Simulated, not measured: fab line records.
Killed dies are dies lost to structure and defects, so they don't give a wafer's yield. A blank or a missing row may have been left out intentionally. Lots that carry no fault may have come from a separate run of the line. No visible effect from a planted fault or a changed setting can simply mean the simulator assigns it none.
A lot that was struck, set against a sound lot | flow berkeleyCmos170 | 14 steps out of a route of 331
Sound: wafers L421.1, L421.4, L421.5. Wafers L410.1, L410.2, L410.5 were the ones struck. At the end, the cause is stated.
For every step that has rows: the tool of each side, followed by ch and its chambers, followed by its first start. Under that, the readings that differ: sound wafers | struck wafers | difference of the means | sigmas: that difference in standard deviations of wafers without a fault.
alike: readings with means less than 2 such deviations apart, plus words and numbers identical on both sides. not compared: withheld readings, readings lacking a value on some wafer, bounds such as >300 that could conceal the same value, and numbers that have no deviation in the record and whose values overlap.
The two part at a step that has a row with sigmas, a row that says differs or no value, or rows on one side only. Numbers that have no deviation but don't overlap get no sigmas and don't part them. A reading that every wafer of one side lacks parts them only if that side has two wafers or more.

first, 6 steps without rows for these wafers: UCB170_PWELL_HMDS_07 (prime time 60 s); UCB170_PWELL_COAT_08 (resist thk 900 nm); UCB170_PWELL_SOFTBAKE_09 (time 60 s); UCB170_PWELL_EXPOSE_10 (exposes mask PWELL, target cd 3000 nm); UCB170_PWELL_PEB_11; UCB170_PWELL_DEVELOP_12 (develop time 45 s).
UCB170_PWELL_OVL_MEAS_13:
  sound: overlay-02 at day 7 14:29; struck: overlay-02 at day 5 10:05
  alike: PWELL_OVL
UCB170_PWELL_ETCH_14: etches Si3N4 in CH3F/Ar/O2, stops on SiO2, target depth 242 nm, time 151 s.
  sound on rieDiel-04 ch 1,2,3, day 7 14:31; struck on rieDiel-03 ch 1,2,3, day 5 10:07
  alike: CH3F_flow_sccm, O2_flow_sccm, drypumpMotorCurrentA, oesProductAu, rfFwdPowerW, throttleValvePct
  not compared: rfHoursCounterH
then, 1 step without rows for these wafers: UCB170_PWELL_IMPLANT_15.
UCB170_PWELL_STRIP_16: strips in O2.
  sound on plasmaAsher-01 ch 0,1, day 7 14:46; struck on plasmaAsher-03 ch 0,1, day 5 10:22
  alike: drypumpMotorCurrentA, oesProductAu, stripTimeToEndpointS
  not compared: rfHoursCounterH
UCB170_PWELL_TW_MEAS_17:
  sound: filmMetro-03 at day 7 14:52; struck: filmMetro-02 at day 5 10:28
  alike: PWELL_TW
then, 1 step without rows for these wafers: UCB170_PWELL_CLEAN_18 (cleans in SPM, time 600 s).
UCB170_PWELL_WET_ETCH_19: etches Si3N4 in H3PO4, time 14400 s.
  sound on wetBench-01 ch 3, day 7 15:16; struck on wetBench-01 ch 2, day 5 10:42
  no value came back on the struck wafers for bathGuardTempC (C), bathHeatDutyPct (%); on the sound wafers bathGuardTempC (C) reads 159.8 159.5 159.4
reading                                     | sound | struck            | difference | sigmas
model.Si3N4_of_PWELL_CVD_05.thkNm (nm)      | 0 0 0 | 222 222.2 221.5   | +222       | 
model.SiO2_of_PWELL_OXIDATION_02.thkNm (nm) | 0 0 0 | 22.42 22.77 21.99 | +22.39     | 
then, 1 step without rows for these wafers: UCB170_PWELL_WET_ETCH_20 (etches SiO2 in BOE, time 22 s).

WHERE THEY PART
At UCB170_PWELL_WET_ETCH_19 and nowhere else, as far as this record goes.

WHY: what the simulator had put in
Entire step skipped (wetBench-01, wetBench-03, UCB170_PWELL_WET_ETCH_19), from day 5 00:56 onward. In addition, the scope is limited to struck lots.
